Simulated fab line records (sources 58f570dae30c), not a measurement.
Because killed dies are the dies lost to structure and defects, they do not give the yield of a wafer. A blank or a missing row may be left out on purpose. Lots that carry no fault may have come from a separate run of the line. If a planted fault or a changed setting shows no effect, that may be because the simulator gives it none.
A sampling plan put to the test + flow berkeleyCmos170 + one fab line, 41 faults that these records tell of, each judged on the records of the lots that it struck; 1 more is left out, because the records don't allow judging it
What counts as the plan is the set of the line's own looks, namely the steps on the route at which a gauge or an inspection reads a wafer and does not change it. A look can be judged if struck wafers have a number there and the file gives its usual mean and standard deviation on fault-free wafers. Caught: the struck wafers' mean, at a look after the fault's first step, is 4 or more of those standard deviations (sigma) away from the usual mean. On the tool: the same test on the tool's own readings at the fault's steps. A different recipe on the struck wafers counts as caught too, as does a record blank only for those wafers.

## THE FAULTS, as the simulator had put them in
1. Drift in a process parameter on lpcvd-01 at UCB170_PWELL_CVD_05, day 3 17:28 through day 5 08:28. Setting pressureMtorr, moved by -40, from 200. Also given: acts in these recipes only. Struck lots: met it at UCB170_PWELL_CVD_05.
2. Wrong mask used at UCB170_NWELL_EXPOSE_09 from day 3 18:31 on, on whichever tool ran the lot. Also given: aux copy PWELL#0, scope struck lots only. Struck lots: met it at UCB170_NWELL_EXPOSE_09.
3. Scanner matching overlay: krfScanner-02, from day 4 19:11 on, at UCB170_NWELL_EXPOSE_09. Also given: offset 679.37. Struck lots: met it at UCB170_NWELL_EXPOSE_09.
4. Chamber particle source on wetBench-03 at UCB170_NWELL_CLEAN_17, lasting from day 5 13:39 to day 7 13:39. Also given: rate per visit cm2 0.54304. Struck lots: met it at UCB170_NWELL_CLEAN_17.
5. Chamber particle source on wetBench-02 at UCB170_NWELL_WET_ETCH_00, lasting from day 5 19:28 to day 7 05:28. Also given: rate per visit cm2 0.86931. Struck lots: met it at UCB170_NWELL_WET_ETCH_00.
6. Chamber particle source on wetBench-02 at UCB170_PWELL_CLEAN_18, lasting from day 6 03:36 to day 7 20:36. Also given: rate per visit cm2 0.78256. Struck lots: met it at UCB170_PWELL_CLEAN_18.
7. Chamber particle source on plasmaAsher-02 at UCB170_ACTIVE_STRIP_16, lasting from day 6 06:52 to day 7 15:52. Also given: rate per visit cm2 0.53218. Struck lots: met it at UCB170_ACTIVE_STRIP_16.
8. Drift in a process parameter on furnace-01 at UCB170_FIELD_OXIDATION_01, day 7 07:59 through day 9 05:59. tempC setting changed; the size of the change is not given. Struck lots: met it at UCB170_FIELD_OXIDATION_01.
9. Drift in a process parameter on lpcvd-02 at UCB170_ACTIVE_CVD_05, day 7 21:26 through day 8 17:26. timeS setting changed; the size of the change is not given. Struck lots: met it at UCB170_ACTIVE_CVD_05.
10. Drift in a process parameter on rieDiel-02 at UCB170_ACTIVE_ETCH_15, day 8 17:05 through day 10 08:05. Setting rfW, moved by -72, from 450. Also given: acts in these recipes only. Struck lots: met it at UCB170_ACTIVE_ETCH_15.
11. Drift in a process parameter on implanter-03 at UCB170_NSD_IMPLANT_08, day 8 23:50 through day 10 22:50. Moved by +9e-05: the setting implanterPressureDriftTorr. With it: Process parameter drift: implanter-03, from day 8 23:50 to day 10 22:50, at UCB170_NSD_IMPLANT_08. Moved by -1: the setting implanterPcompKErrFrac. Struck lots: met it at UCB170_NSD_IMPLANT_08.
12. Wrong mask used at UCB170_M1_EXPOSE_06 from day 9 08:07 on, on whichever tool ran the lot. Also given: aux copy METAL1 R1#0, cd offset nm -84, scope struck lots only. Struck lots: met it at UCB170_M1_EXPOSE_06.
13. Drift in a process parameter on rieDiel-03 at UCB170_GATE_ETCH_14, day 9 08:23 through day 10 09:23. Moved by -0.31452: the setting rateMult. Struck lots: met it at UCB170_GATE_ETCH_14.
14. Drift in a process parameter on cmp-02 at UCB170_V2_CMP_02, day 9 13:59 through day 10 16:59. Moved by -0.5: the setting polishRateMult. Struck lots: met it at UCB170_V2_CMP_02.
15. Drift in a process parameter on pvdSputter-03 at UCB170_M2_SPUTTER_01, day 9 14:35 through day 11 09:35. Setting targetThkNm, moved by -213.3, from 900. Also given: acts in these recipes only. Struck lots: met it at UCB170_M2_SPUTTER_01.
16. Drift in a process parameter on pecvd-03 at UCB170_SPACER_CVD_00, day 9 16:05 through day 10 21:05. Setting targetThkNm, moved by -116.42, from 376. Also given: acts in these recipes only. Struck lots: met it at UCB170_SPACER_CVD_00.
17. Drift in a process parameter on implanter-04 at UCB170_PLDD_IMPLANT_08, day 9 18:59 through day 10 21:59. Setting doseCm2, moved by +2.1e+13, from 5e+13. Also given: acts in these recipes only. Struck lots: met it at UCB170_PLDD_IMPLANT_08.
18. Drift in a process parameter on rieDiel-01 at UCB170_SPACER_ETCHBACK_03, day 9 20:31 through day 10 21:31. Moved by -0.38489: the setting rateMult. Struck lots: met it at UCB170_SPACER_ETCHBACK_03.
19. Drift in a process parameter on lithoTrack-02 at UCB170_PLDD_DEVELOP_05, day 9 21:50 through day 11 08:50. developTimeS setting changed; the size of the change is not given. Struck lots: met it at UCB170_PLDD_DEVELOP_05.
20. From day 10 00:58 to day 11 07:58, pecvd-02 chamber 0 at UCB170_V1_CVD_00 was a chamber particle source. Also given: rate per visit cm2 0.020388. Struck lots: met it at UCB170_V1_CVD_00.
21. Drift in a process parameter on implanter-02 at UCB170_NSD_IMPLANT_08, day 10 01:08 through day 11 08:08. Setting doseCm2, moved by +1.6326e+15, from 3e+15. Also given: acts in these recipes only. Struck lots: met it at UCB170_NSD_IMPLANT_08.
22. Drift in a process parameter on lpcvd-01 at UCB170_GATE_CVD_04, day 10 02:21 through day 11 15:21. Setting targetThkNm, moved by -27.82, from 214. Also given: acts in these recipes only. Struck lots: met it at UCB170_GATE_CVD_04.
23. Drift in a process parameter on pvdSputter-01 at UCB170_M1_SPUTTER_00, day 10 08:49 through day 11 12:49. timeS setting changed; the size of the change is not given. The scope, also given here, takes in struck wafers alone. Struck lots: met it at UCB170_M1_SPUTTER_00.
24. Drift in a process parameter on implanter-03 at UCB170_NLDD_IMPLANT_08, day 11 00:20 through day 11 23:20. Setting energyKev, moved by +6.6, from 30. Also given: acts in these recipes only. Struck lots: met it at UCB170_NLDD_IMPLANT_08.
25. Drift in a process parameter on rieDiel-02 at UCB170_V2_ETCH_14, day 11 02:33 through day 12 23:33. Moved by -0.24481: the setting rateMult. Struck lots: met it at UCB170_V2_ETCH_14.
26. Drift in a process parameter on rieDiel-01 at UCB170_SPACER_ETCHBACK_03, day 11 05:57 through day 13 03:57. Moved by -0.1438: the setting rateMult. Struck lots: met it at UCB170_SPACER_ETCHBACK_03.
27. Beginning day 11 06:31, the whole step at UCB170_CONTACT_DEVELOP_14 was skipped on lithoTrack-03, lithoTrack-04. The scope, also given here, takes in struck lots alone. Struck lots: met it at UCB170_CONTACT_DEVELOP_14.
28. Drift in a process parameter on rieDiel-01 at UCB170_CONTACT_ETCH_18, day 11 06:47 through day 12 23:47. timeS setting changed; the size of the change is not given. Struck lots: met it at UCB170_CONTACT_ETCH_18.
29. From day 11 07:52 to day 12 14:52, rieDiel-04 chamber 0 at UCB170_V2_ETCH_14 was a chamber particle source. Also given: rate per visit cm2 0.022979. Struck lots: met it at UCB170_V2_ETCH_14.
30. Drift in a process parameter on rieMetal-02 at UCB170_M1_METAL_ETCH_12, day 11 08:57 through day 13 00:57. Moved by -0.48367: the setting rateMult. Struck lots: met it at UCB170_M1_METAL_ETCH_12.
31. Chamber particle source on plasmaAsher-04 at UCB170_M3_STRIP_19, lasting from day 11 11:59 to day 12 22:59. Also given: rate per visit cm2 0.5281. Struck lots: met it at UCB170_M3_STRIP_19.
32. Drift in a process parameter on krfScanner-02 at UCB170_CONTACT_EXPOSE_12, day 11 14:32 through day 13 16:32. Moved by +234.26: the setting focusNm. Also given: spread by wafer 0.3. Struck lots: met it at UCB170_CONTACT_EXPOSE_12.
33. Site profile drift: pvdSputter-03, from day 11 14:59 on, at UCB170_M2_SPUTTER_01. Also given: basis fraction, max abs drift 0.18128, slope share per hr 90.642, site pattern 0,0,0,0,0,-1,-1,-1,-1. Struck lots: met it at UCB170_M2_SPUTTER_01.
34. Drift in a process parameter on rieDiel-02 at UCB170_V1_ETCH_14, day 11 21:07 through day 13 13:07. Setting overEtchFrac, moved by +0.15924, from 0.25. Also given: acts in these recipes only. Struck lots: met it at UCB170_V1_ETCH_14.
35. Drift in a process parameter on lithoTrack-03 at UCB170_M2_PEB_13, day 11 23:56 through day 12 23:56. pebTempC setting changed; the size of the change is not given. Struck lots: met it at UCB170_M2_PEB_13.
36. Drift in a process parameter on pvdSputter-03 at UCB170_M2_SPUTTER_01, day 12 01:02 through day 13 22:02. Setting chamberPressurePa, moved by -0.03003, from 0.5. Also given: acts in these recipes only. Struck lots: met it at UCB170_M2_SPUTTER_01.
37. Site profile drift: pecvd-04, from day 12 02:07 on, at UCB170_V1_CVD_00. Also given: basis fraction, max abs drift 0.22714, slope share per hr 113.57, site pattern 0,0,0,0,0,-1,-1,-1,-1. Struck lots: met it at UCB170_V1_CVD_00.
38. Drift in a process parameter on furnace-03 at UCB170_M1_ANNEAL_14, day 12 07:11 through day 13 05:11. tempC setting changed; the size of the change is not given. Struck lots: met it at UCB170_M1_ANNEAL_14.
39. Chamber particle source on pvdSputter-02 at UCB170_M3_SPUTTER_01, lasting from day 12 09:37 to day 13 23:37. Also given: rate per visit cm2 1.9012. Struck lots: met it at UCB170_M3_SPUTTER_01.
40. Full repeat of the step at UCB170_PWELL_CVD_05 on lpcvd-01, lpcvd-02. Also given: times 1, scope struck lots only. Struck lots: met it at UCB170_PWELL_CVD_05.
41. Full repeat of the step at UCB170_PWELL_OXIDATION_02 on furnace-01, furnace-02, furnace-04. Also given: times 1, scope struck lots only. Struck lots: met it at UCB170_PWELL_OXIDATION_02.

## WHAT THE PLAN SAW
| fault | on the tool itself                         | first look that catches it                      | reading, sigma                                     | median hours from its first step to that look | hours from the fault's start to the first struck lot there | judged looks passed uncaught |
|-------|--------------------------------------------|-------------------------------------------------|----------------------------------------------------|-----------------------------------------------|------------------------------------------------------------|------------------------------|
| 1     | pressureMtorr -99 or beyond sigma          | UCB170_PWELL_THK_MEAS_06                        | PWELL_NITRIDE_THK -8.0                             | 2.9                                           | 6                                                          | 0                            |
| 2     | under 2 sigma                              | UCB170_NWELL_TW_MEAS_16                         | NWELL_TW -99 or beyond                             | 0.8                                           | 1                                                          | 0                            |
| 3     | under 2 sigma                              | UCB170_NWELL_OVL_MEAS_12                        | NWELL_OVL +99 or beyond                            | 0.4                                           | 6                                                          | 0                            |
| 4     | no reading that can be judged              | no look after it can be judged                  | -                                                  | -                                             | -                                                          | 0                            |
| 5     | no reading that can be judged              | none of the 2 looks that can be judged after it | -                                                  | -                                             | -                                                          | 2                            |
| 6     | no reading that can be judged              | not the one look that can be judged after it    | -                                                  | -                                             | -                                                          | 1                            |
| 7     | under 2 sigma                              | no look after it can be judged                  | -                                                  | -                                             | -                                                          | 0                            |
| 8     | tubeCenterTempC +99 or beyond sigma        | UCB170_FIELD_THK_MEAS_02                        | FIELD_OXIDE_THK +40                                | 3.0                                           | 0                                                          | 0                            |
| 9     | under 2 sigma                              | UCB170_ACTIVE_THK_MEAS_06                       | ACTIVE_NITRIDE_THK -4.7                            | 1.9                                           | 14                                                         | 0                            |
| 10    | rfFwdPowerW -51 sigma                      | no look after it can be judged                  | -                                                  | -                                             | -                                                          | 0                            |
| 11    | endStationPressureTorr +99 or beyond sigma | UCB170_SDANNEAL_RS_MEAS_03                      | NSD_RS -54                                         | 1.4                                           | 5                                                          | 1                            |
| 12    | no reading that can be judged              | UCB170_M1_CD_MEAS_09                            | cdNm -64                                           | 0.4                                           | 3                                                          | 0                            |
| 13    | oesProductAu -12 sigma                     | no look after it can be judged                  | -                                                  | -                                             | -                                                          | 0                            |
| 14    | under 2 sigma                              | UCB170_V2_THK_MEAS_04                           | V2_POLISHED_THK +99 or beyond                      | 0.4                                           | 1                                                          | 0                            |
| 15    | under 2 sigma                              | UCB170_M2_RS_MEAS_02                            | M2_AL_RS +28                                       | 0.1                                           | 5                                                          | 0                            |
| 16    | under 2 sigma                              | UCB170_SPACER_THK_MEAS_01                       | SPACER_TEOS_THK -22                                | 0.1                                           | 9                                                          | 0                            |
| 17    | doseIonsCm2 +99 or beyond sigma            | UCB170_PLDD_TW_MEAS_11                          | PLDD_TW +8.9                                       | 0.4                                           | 1                                                          | 0                            |
| 18    | oesProductAu -11 sigma                     | no look after it can be judged                  | -                                                  | -                                             | -                                                          | 0                            |
| 19    | no reading that can be judged              | UCB170_PLDD_CD_MEAS_06                          | cdNm -10                                           | 0.4                                           | 3                                                          | 0                            |
| 20    | under 2 sigma                              | no look after it can be judged                  | -                                                  | -                                             | -                                                          | 0                            |
| 21    | doseIonsCm2 +99 or beyond sigma            | UCB170_NSD_TW_MEAS_10                           | NSD_TW +4.4                                        | 0.2                                           | 6                                                          | 0                            |
| 22    | no reading that can be judged              | UCB170_GATE_THK_MEAS_05                         | GATE_POLY_THK -15                                  | 1.5                                           | 9                                                          | 0                            |
| 23    | under 2 sigma                              | UCB170_M1_RS_MEAS_01                            | M1_AL_RS +34                                       | 0.1                                           | 16                                                         | 0                            |
| 24    | beamEnergyKeV +99 or beyond sigma          | UCB170_SDANNEAL_RS_MEAS_05                      | NLDD_RS -21                                        | 11.9                                          | 16                                                         | 1                            |
| 25    | under 2 sigma                              | no look after it can be judged                  | -                                                  | -                                             | -                                                          | 0                            |
| 26    | under 2 sigma                              | no look after it can be judged                  | -                                                  | -                                             | -                                                          | 0                            |
| 27    | no reading that can be judged              | no look after it can be judged                  | -                                                  | -                                             | -                                                          | 0                            |
| 28    | runLengthS +99 or beyond sigma             | not the one look that can be judged after it    | strongest: cdNm at UCB170_CONTACT_CD_MEAS_90, +3.0 | -                                             | -                                                          | 1                            |
| 29    | under 2 sigma                              | none of the 7 looks that can be judged after it | -                                                  | -                                             | -                                                          | 7                            |
| 30    | oesProductAu -12 sigma                     | UCB170_M1_CD_MEAS_90                            | cdNm +6.2                                          | 0.2                                           | 7                                                          | 0                            |
| 31    | under 2 sigma                              | no look after it can be judged                  | -                                                  | -                                             | -                                                          | 0                            |
| 32    | exposureDoseMJCm2 -6.0 sigma               | UCB170_CONTACT_CD_MEAS_15                       | cdNm +4.4                                          | 0.5                                           | 8                                                          | 0                            |
| 33    | under 2 sigma                              | UCB170_M2_RS_MEAS_02                            | M2_AL_RS +9.0                                      | 0.1                                           | 8                                                          | 0                            |
| 34    | oesProductAu -4.5 sigma                    | no look after it can be judged                  | -                                                  | -                                             | -                                                          | 0                            |
| 35    | heaterPowerTotalW -99 or beyond sigma      | UCB170_M2_CD_MEAS_15                            | cdNm +99 or beyond                                 | 0.3                                           | 1                                                          | 0                            |
| 36    | chamberPressurePa -30 sigma                | none of the 8 looks that can be judged after it | -                                                  | -                                             | -                                                          | 8                            |
| 37    | under 2 sigma                              | UCB170_V1_THK_MEAS_01                           | V1_TEOS_THK -8.1                                   | 0.2                                           | 2                                                          | 0                            |
| 38    | tubeCenterTempC -99 or beyond sigma        | no look after it can be judged                  | -                                                  | -                                             | -                                                          | 0                            |
| 39    | under 2 sigma                              | no look after it can be judged                  | -                                                  | -                                             | -                                                          | 0                            |
| 40    | under 2 sigma                              | UCB170_PWELL_THK_MEAS_06                        | PWELL_NITRIDE_THK +99 or beyond                    | 4.0                                           | -                                                          | 0                            |
| 41    | under 2 sigma                              | UCB170_PWELL_THK_MEAS_03                        | PWELL_OXIDE_THK +28                                | 4.3                                           | -                                                          | 0                            |
A dash: the fault isn't caught, or these records don't give the number.

Caught at a look: 23 of 41. Caught on the tool: 16 of 41. By one or the other: 30 of 41.
On the tool alone, faults 10, 13, 18, 28, 34, 36, 38 were caught.
Caught at a look alone: faults 2, 3, 9, 12, 14, 15, 16, 19, 22, 23, 33, 37, 40, 41.
Caught by neither: faults 4, 5, 6, 7, 20, 25, 26, 27, 29, 31, 39.

## THINNER SAMPLING
Were the look that catches a fault to measure just every second or every third lot (counted by lot number), the first struck lot would, at worst, be measured this late:
| fault | struck lots at that look, in order of time | every lot | every second lot | every third lot |
|-------|--------------------------------------------|-----------|------------------|-----------------|
| 1     | L446, L445, L447                           | 6 h       | 6 h              | 12 h            |
| 2     | L863                                       | 1 h       | may miss it      | may miss it     |
| 3     | L398, L403                                 | 6 h       | 31 h             | may miss all 2  |
| 8     | L972, L974, L973                           | 0 h       | 6 h              | 6 h             |
| 9     | L690, L691                                 | 14 h      | 14 h             | may miss all 2  |
| 11    | L428, L431                                 | 5 h       | 33 h             | may miss all 2  |
| 12    | L550                                       | 3 h       | may miss it      | may miss it     |
| 14    | L861, L864, L866                           | 1 h       | 12 h             | may miss all 3  |
| 15    | L510, L515                                 | 5 h       | 32 h             | may miss all 2  |
| 16    | L649, L653                                 | 9 h       | may miss all 2   | may miss all 2  |
| 17    | L678, L682                                 | 1 h       | may miss all 2   | may miss all 2  |
| 19    | L507, L505, L508                           | 3 h       | 21 h             | may miss all 3  |
| 21    | L321, L322                                 | 6 h       | 12 h             | may miss all 2  |
| 22    | L815, L817, L818                           | 9 h       | 9 h              | may miss all 3  |
| 23    | L824                                       | 16 h      | may miss it      | may miss it     |
| 24    | L871, L876                                 | 16 h      | 23 h             | may miss all 2  |
| 30    | L136, L139                                 | 7 h       | 9 h              | may miss all 2  |
| 32    | L270                                       | 8 h       | may miss it      | may miss it     |
| 33    | L180, L181, L182                           | 8 h       | 12 h             | 18 h            |
| 35    | L630, L631, L633                           | 1 h       | 9 h              | may miss all 3  |
| 37    | L405, L407                                 | 2 h       | may miss all 2   | may miss all 2  |
Hours: fault start to first struck lot measured. Since the struck wafers were tested as one group against 4 sigma, a single lot by itself may lie under the limit. Other struck lots may not be in these records.

## THE LONGEST TIMED WAY FROM STEP TO LOOK
For fault 24, UCB170_NLDD_IMPLANT_08 and UCB170_SDANNEAL_RS_MEAS_05 are separated by a median of 11.9 hours. The look between them that can be judged stayed within 4 sigma: UCB170_NLDD_TW_MEAS_11.
